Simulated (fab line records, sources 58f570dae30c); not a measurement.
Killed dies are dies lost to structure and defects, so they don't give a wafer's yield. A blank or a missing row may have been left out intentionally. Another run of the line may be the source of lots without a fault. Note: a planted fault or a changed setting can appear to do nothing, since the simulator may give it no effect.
Which tool is to blame? ; flow berkeleyCmos170 ; Sampling: 14 lots, 42 wafers, 5 of 331 route steps

## WHAT EACH GAUGE READ, for each wafer
UCB170_ACTIVE_THK_MEAS_03. Usual: ACTIVE_OXIDE_THK gives 26.4 nm (standard deviation 0.42).
lot;measured;on;ACTIVE_OXIDE_THK (nm);flag
L698;day 3 14:13;filmMetro-02;26.1 26.2 26.7;
L699;day 4 00:15;filmMetro-03;26.1 26.2 25.7;
L700;day 4 00:15;filmMetro-01;25.7 26.4 25.8;
L704;day 4 23:40;filmMetro-02;26.4 26.4 26.7;
L705;day 4 23:41;filmMetro-03;26.6 26.3 26.5;
L706;day 5 10:52;filmMetro-03;26.2 26.8 26.2;
L708;day 5 23:32;filmMetro-03;26.1 25.9 26.8;
L709;day 6 08:08;filmMetro-03;26.6 26.5 26.9;
L710;day 6 08:08;filmMetro-02;27.2 27.6 27.3;
L714;day 7 13:49;filmMetro-02;26.1 25.3 26.0;
L715;day 7 13:47;filmMetro-03;25.7 25.3 25.6;
L717;day 7 20:21;filmMetro-02;26.2 26.3 26.5;
L720;day 8 05:19;filmMetro-03;26.5 26.6 26.3;
L721;day 8 05:18;filmMetro-02;26.3 26.2 26.5;

UCB170_PVT_OVL_MEAS_06. Usual: PVT_OVL gives 0 nm (standard deviation 5.3).
lot;measured;on;PVT_OVL (nm);flag
L698;day 5 04:13;overlay-01;-4 -7 -6;
L699;day 5 21:29;overlay-02;-1 -6 2;
L700;day 5 20:43;overlay-01;0 4 7;
L704;day 6 20:42;overlay-01;-2 -7 -5;
L705;day 6 20:46;overlay-01;-6 -9 -5;
L706;day 7 05:02;overlay-01;2 -1 2;
L708;day 7 10:20;overlay-02;4 0 2;
L709;day 8 00:55;overlay-02;1 8 5;
L710;day 8 01:03;overlay-01;2 1 -6;
L714;day 9 00:49;overlay-02;3 3 7;
L715;day 9 01:41;overlay-01;1 -2 -1;
L717;day 9 10:46;overlay-02;-4 10 -1;
L720;day 9 20:29;overlay-02;4 3 6;
L721;day 9 19:52;overlay-02;1 2 -4;

UCB170_PVT_TW_MEAS_09. Usual: PVT_TW gives 504 (standard deviation 5.7).
lot;measured;on;PVT_TW;flag
L698;day 5 04:30;filmMetro-03;510 513 510;
L699;day 5 21:47;filmMetro-04;496 496 495;
L700;day 5 21:00;filmMetro-04;493 493 496;
L704;day 6 20:59;filmMetro-03;509 511 511;
L705;day 6 21:04;filmMetro-04;503 501 502;
L706;day 7 05:19;filmMetro-03;509 510 508;
L708;day 7 10:38;filmMetro-04;496 499 496;
L709;day 8 01:13;filmMetro-03;508 511 509;
L710;day 8 01:20;filmMetro-01;504 505 505;
L714;day 9 01:06;filmMetro-04;500 503 503;
L715;day 9 01:58;filmMetro-04;454 452 457;OFF
L717;day 9 11:05;filmMetro-03;463 463 462;OFF
L720;day 9 20:46;filmMetro-03;510 511 509;
L721;day 9 20:10;filmMetro-04;502 499 501;

## TOOL THAT RAN EACH LOT (tool first, then ch and the chambers of the sampled wafers, then the start)
lot;UCB170_NWELL_PEB_10;UCB170_PVT_IMPLANT_07
L698;lithoTrack-01 ch 0, day 2 08:51;implanter-03 ch 0, day 5 04:16
L699;lithoTrack-03 ch 0, day 2 14:32;implanter-03 ch 0, day 5 21:32
L700;lithoTrack-01 ch 0, day 2 14:40;implanter-02 ch 0, day 5 20:45
L704;lithoTrack-03 ch 0, day 3 12:05;implanter-02 ch 0, day 6 20:44
L705;lithoTrack-03 ch 0, day 3 14:17;implanter-03 ch 0, day 6 20:51
L706;lithoTrack-01 ch 0, day 3 18:37;implanter-02 ch 0, day 7 05:04
L708;lithoTrack-02 ch 0, day 4 07:31;implanter-03 ch 0, day 7 10:23
L709;lithoTrack-02 ch 0, day 4 13:51;implanter-02 ch 0, day 8 00:58
L710;lithoTrack-02 ch 0, day 4 20:47;implanter-03 ch 0, day 8 01:06
L714;lithoTrack-02 ch 0, day 5 19:04;implanter-02 ch 0, day 9 00:54
L715;lithoTrack-03 ch 0, day 5 23:35;implanter-03 ch 0, day 9 01:43
L717;lithoTrack-03 ch 0, day 6 09:10;implanter-03 ch 0, day 9 10:48
L720;lithoTrack-02 ch 0, day 6 22:12;implanter-04 ch 0, day 9 20:32
L721;lithoTrack-03 ch 0, day 7 00:47;implanter-04 ch 0, day 9 19:55
- UCB170_NWELL_PEB_10
- UCB170_PVT_IMPLANT_07

## WHAT THE TOOLS THEMSELVES READ (means of the sampled wafers that have a number; where no wafer has one, the mark that the record gives instead)
UCB170_NWELL_PEB_10. Usual: plateSensorTCentreC 131.41 C, standard deviation 0.01; plateSensorTEdgeC 131.53 C, standard deviation 0.01.
lot;tool;plateSensorTCentreC (C);plateSensorTEdgeC (C);flag
L698;lithoTrack-01;131.41;131.52;
L699;lithoTrack-03;131.42;131.53;
L700;lithoTrack-01;131.41;131.52;
L704;lithoTrack-03;131.41;131.53;
L705;lithoTrack-03;131.40;131.53;
L706;lithoTrack-01;131.40;131.52;
L708;lithoTrack-02;131.41;131.54;
L709;lithoTrack-02;131.41;131.53;
L710;lithoTrack-02;131.42;131.53;
L714;lithoTrack-02;131.41;131.52;
L715;lithoTrack-03;131.41;131.53;
L717;lithoTrack-03;131.41;131.53;
L720;lithoTrack-02;131.41;131.53;
L721;lithoTrack-03;131.41;131.54;

UCB170_PVT_IMPLANT_07. Usual: beamEnergyKeV at 30.000, with a standard deviation of 0.0086.
lot;tool;beamEnergyKeV;flag
L698;implanter-03;29.999;
L699;implanter-03;29.996;
L700;implanter-02;29.994;
L704;implanter-02;29.999;
L705;implanter-03;29.995;
L706;implanter-02;29.997;
L708;implanter-03;30.006;
L709;implanter-02;29.997;
L710;implanter-03;30.013;
L714;implanter-02;30.007;
L715;implanter-03;20.999;OFF
L717;implanter-03;20.994;OFF
L720;implanter-04;30.001;
L721;implanter-04;30.001;

## THE ANSWER, worked out from the rows above alone
Rule: lot off if the mean of its wafers having a number is beyond 3 standard deviations from the usual mean. A lot without any number at a reading at which 4 lots or more have one is off too. Where the step has rows for the other lots, those lots are counted as sound. First the gauges in route order, then the tools' own readings, where a lot's mean is used as printed above. The first step at which some lot is off is used, and at that step the reading that is off furthest; a lot without a number counts as furthest.
Off: L715, L717, seen at UCB170_PVT_TW_MEAS_09 (PVT_TW).
A tool fits if, at a process step before that reading, it ran every lot that is off, and no sound lot after the first of them. Not tried: the gauges at UCB170_PVT_TW_MEAS_09; whatever is off there is also off at UCB170_PVT_IMPLANT_07, on other tools, and gauge error can't account for it. One fits: implanter-03 at UCB170_PVT_IMPLANT_07. Its last sound lot is L710 (day 8 01:06), its first lot that is off L715 (day 9 01:43): a fault that began between those two fits.
On the lots that are off, the tool's own readings at UCB170_PVT_IMPLANT_07 differ by more than 5 times the standard deviation of the sound lots' means, which bears it out; beamEnergyKeV reads 20.996 there versus 30.000 on the sound lots.

## WHAT THE SIMULATOR HAD INSERTED
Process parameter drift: implanter-03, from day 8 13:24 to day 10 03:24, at UCB170_PVT_IMPLANT_07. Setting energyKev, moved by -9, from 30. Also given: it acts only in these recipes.
Struck lots among those shown: L715, L717. Same finding as the rule above.
